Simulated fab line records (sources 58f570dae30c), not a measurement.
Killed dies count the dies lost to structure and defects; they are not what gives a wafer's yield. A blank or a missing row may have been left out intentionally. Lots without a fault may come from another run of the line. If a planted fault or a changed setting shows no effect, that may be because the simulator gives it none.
fab line records -- flow berkeley-cmos170
record lots=6, wafers=18, last-day=12
route steps=331 shown START@5 ZERO@6 NWELL@14
lots that met no fault: from a run of the same line without faults
start-h: start of the lot's first displayed wafer, in hours after the record's first day -- wait-h: time in hours since the lot's previous step -- " unchanged from the row above -- L1.1+2: several wafers, shown together as one row -- - no value, or no start was given -- * or withheld: withheld -- < > ~ a bound
route shown NAME@n: names a module that has steps shown in the file, with the first one's number in the route -- usual: mean and standard deviation over wafers with no fault -- same: alike in all rows -- chamber/n: place in a boat -- sites: the reading at each site -- _std_site: how widely they spread, as a standard deviation -- _edge_site: inner sites' mean taken away from outer sites' mean -- radius-mm: for every site, how far away it sits from the centre of the wafer -- mask NAME#n: copy n -- behind: the last tool/chamber to shape the wafer -- hold: what put the lot on hold/how long, in hours/how the hold closed -- device: the transistor (n, p or np) that didn't switch -- end of line: tests run on the same wafers once the route is complete -- where a step has no rows: the recipe by itself -- killed: the dies lost at the first sort to structure and to defects; this is not the yield of the wafer -- map: dies across one wafer; x = killed, . = not, _ = none there
set.NAME: the setting as run; set.NAME@STEP: as run at that earlier step -- model.NAME: the simulator's own value behind a step, which no gauge read
a table for each step, a row for each wafer; lots at some steps of the route
services: a tool's chamber out of use, with start hour (start-h, from the record's first day; less than 0 if before it), hours out, and reason
## steps
# step UCB170_START_ANNEAL_04
# recipe temp-c=950, time-s=1200, ambient=N2
# step UCB170_ZERO_HMDS_00
# recipe prime-time-s=60, prime-temp-c=100
# step UCB170_ZERO_COAT_01
# recipe resist=KrF, spin-rpm=1500, resist-thk-nm=900
# step UCB170_ZERO_SOFTBAKE_02
# recipe resist=KrF, temp-c=130, time-s=60
# step UCB170_ZERO_EXPOSE_03
# recipe mask-id=PM_MARKS, na=0.5, sigma-outer=0.6, source-shape=conventional, target-cd-nm=4000, dose-mj=30
# step UCB170_ZERO_PEB_04
# recipe peb-temp-c=130, peb-time-s=withheld, resist=KrF
# step UCB170_ZERO_DEVELOP_05
# recipe developer=TMAH, develop-time-s=45, resist=KrF, dev-temp-c=21
# step UCB170_ZERO_ETCH_06
# recipe chemistry=CHF3/CF4/Ar, target=SiO2, time-s=12, pressure-mtorr=100, rf-w=500, CHF3_flow_sccm=50, cf4-flow-sccm=10, Ar_flow_sccm=120, over-etch-frac=1.58
# usual drypump-motor-current-A=5.7/0.42, oes-product-au=0.615/0.012, throttle-valve-pct=9.23/0.14
# same over-etch-frac=1.58
lot.wafer,tool,chamber,start-h,wait-h,drypump-motor-current-A,oes-product-au,rf-hours-counter-h,throttle-valve-pct
L915.2,rie-diel-03,3,45.32,-,6.5,0.625,10,9.46
L915.3,rie-diel-03,0,45.32,-,5.1,0.621,64,9.46
L915.6,rie-diel-03,3,45.32,-,6.5,0.619,-,9.43
L923.1,rie-diel-01,1,72.63,-,6.1,0.632,35,9.04
L923.2,rie-diel-01,0,72.63,-,5.3,0.617,0,9.16
L923.5,rie-diel-01,2,72.63,-,6.0,0.586,-,9.18
L924.1,rie-diel-03,2,75.67,-,5.6,0.617,42,9.22
L924.2,rie-diel-03,1,75.67,-,5.5,0.611,3,9.09
L924.4,rie-diel-03,3,75.67,-,6.5,0.632,11,9.43
L930.1,rie-diel-03,3,109.32,-,6.5,0.628,12,9.43
L930.2,rie-diel-03,0,109.32,-,5.1,0.623,66,9.46
L930.6,rie-diel-03,3,109.32,-,6.5,0.637,-,9.44
L934.1,rie-diel-02,3,126.39,-,6.0,0.622,99,9.14
L934.5,rie-diel-02,1,126.39,-,5.8,0.629,-,9.29
L934.6,rie-diel-02,0,126.39,-,5.0,0.612,-,9.47
L936.3,rie-diel-03,2,134.23,-,5.6,0.615,44,9.24
L936.4,rie-diel-03,1,134.23,-,5.5,0.612,5,9.08
L936.5,rie-diel-03,3,134.23,-,6.5,0.634,-,9.45
# step UCB170_ZERO_STRIP_07
# recipe chemistry=O2, power-w=400, pressure-mtorr=3500, platen-temp-c=withheld, o2-flow-sccm=400, overash-fraction=0.5
# usual drypump-motor-current-A=6.08/0.22, oes-product-au=0.727/0.0046, strip-time-to-endpoint-s=21.49/0.062
lot.wafer,tool,chamber,start-h,wait-h,drypump-motor-current-A,oes-product-au,rf-hours-counter-h,strip-time-to-endpoint-s
L915.2,plasma-asher-02,1,45.34,0.0,6.16,0.719,28,21.52
L915.3,plasma-asher-02,1,45.34,0.0,6.15,0.730,-,21.51
L915.6,plasma-asher-02,1,45.34,0.0,6.14,0.734,-,21.54
L923.1,plasma-asher-01,1,72.65,0.0,6.08,0.734,31,21.54
L923.2,plasma-asher-01,0,72.65,0.0,6.13,0.719,31,21.45
L923.5,plasma-asher-01,0,72.65,0.0,6.16,0.731,-,21.54
L924.1,plasma-asher-01,0,75.70,0.0,6.15,0.719,32,21.45
L924.2,plasma-asher-01,1,75.70,0.0,6.07,0.733,32,21.53
L924.4,plasma-asher-01,1,75.70,0.0,6.09,0.724,-,21.52
L930.1,plasma-asher-02,0,109.35,0.0,5.67,0.729,35,21.39
L930.2,plasma-asher-02,1,109.35,0.0,6.18,0.726,35,21.38
L930.6,plasma-asher-02,1,109.35,0.0,6.15,0.720,-,21.43
L934.1,plasma-asher-01,0,126.42,0.0,6.15,0.722,38,21.47
L934.5,plasma-asher-01,1,126.42,0.0,6.05,0.722,-,21.45
L934.6,plasma-asher-01,0,126.42,0.0,6.13,0.731,-,21.50
L936.3,plasma-asher-04,1,134.28,0.0,6.08,0.727,-,21.46
L936.4,plasma-asher-04,0,134.28,0.0,6.44,0.730,-,21.50
L936.5,plasma-asher-04,1,134.28,0.0,6.06,0.724,-,21.43
# step UCB170_NWELL_WET_ETCH_00
# recipe chemistry=dHF, dilution=25:1, target=SiO2, temp-c=25, time-s=200
# step UCB170_NWELL_OXIDATION_01
# recipe temp-c=1000, ambient=O2, target-thk-a=264, ox-time-s=1260
# step UCB170_NWELL_THK_MEAS_02
# recipe reads=SiO2_of_NWELL_OXIDATION_01
# usual NWELL_OXIDE_THK=26.3/0.47
lot.wafer,tool,chamber,start-h,wait-h,NWELL_OXIDE_THK[nm]
L915.2,film-metro-03,-,53.65,0.0,26.5
L915.3,film-metro-03,-,53.65,0.0,26.5
L915.6,film-metro-03,-,53.65,0.0,26.1
L923.1,film-metro-03,-,77.12,0.0,26.4
L923.2,film-metro-03,-,77.12,0.0,26.7
L923.5,film-metro-03,-,77.12,0.0,26.4
L924.1,film-metro-04,-,81.47,0.0,27.0
L924.2,film-metro-04,-,81.47,0.0,26.5
L924.4,film-metro-04,-,81.47,0.0,26.6
L930.1,film-metro-04,-,115.45,0.0,26.8
L930.2,film-metro-04,-,115.45,0.0,26.9
L930.6,film-metro-04,-,115.45,0.0,26.7
L934.1,film-metro-04,-,131.84,0.0,25.7
L934.5,film-metro-04,-,131.84,0.0,25.5
L934.6,film-metro-04,-,131.84,0.0,25.9
L936.3,film-metro-03,-,139.98,0.0,25.0
L936.4,film-metro-03,-,139.98,0.0,25.1
L936.5,film-metro-03,-,139.98,0.0,25.1
# step UCB170_NWELL_ANNEAL_03
# recipe temp-c=1000, time-s=900, ambient=N2
# usual spike-tc-centre-C=1003.4/1.1, spike-tc-load-C=1025.9/1.1, zone-power-source-pct=36/4.7
lot.wafer,tool,chamber,start-h,wait-h,spike-tc-centre-C,spike-tc-load-C,zone-power-source-pct
L915.2,furnace-02,0,55.91,2.2,1001.7,1025.8,42
L915.3,furnace-02,0,55.91,2.2,1002.9,1024.9,42
L915.6,furnace-02,0,55.91,2.2,1001.2,1024.9,43
L923.1,furnace-04,-,82.18,5.0,-,-,-
L923.2,furnace-04,-,82.18,5.0,-,-,-
L923.5,furnace-04,-,82.18,5.0,-,-,-
L924.1,furnace-04,-,82.18,0.7,-,-,-
L924.2,furnace-04,-,82.18,0.7,-,-,-
L924.4,furnace-04,-,82.18,0.7,-,-,-
L930.1,furnace-04,0,121.82,6.4,1005.1,1025.6,31
L930.2,furnace-04,0,121.82,6.4,1003.5,1025.6,31
L930.6,furnace-04,0,121.82,6.4,1004.1,1026.0,31
L934.1,furnace-02,0,135.64,3.8,1003.6,1024.8,42
L934.5,furnace-02,0,135.64,3.8,1004.6,1025.5,42
L934.6,furnace-02,0,135.64,3.8,1003.2,1026.0,42
L936.3,furnace-02,0,142.39,2.4,1003.3,1026.0,42
L936.4,furnace-02,0,142.39,2.4,1004.5,1025.3,42
L936.5,furnace-02,0,142.39,2.4,1002.7,1025.2,42
# step UCB170_NWELL_CVD_04
# recipe material=Si3N4, target-thk-nm=224, temp-c=800, precursor=SiH2Cl2/NH3, time-s=3360, pressure-mtorr=200, sih2cl2-flow-sccm=25, nh3-flow-sccm=75
## services
tool,chamber,start-h,hours,kind
rie-diel-01,3,21.85,7.1,repair
rie-diel-02,0,23.04,5.1,repair
rie-diel-02,2,25.78,28.2,repair
rie-diel-01,0,32.18,-,clean
rie-diel-01,0,32.18,23.2,scheduled-down
rie-diel-01,0,32.18,23.2,vent-cycle
rie-diel-01,3,50.58,2.4,repair
plasma-asher-04,-,63.77,18.2,repair
furnace-02,-,82.81,3.1,pm
rie-diel-02,1,87.37,-,clean
rie-diel-02,1,87.37,19.5,scheduled-down
rie-diel-02,1,87.37,19.5,vent-cycle
rie-diel-01,1,93.75,3.1,repair
furnace-04,-,103.13,3.4,pm
rie-diel-02,2,106.89,-,clean
rie-diel-02,2,106.89,24.8,scheduled-down
rie-diel-02,2,106.89,24.8,vent-cycle
plasma-asher-04,-,108.75,9.0,pm
plasma-asher-04,0,108.75,9.0,vent-cycle
plasma-asher-04,1,108.75,9.0,vent-cycle
rie-diel-01,1,115.62,2.8,repair
plasma-asher-04,0,117.75,-,clean
furnace-04,-,118.64,1.8,repair
rie-diel-03,1,138.41,4.2,repair
## key
first-sign step=UCB170_NWELL_ANNEAL_03, reading=tool-record, direction=missing
effect none on later readings
met-at UCB170_NWELL_ANNEAL_03
struck-wafers L923.1,L923.2,L923.5,L924.1,L924.2,L924.4
later-rows-left-out L923.1,L923.2,L923.5,L924.1,L924.2,L924.4
sort-left-out L923.1,L923.2,L923.5,L924.1,L924.2,L924.4
tester-left-out L923,L924
fault kind=skipped-step-whole, tool=furnace-04, chamber=-, onset-h=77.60, steps=UCB170_NWELL_ANNEAL_03, scope=struck-lots-only
# tester-left-out: of these lots the tester's yield and bins aren't shown, on N5 and GAA mostly nor the transistor test; their killed dies are dies lost to structure and defects alone, not to doping, threshold or leakage, so they don't give the yield
# sort-left-out: the simulated sort isn't trusted on such a fault, so these wafers' sort isn't shown, and their yield isn't known
# later-rows-left-out: the simulator's readings of these wafers behind a module that went badly wrong aren't trusted and aren't shown, but for the sort
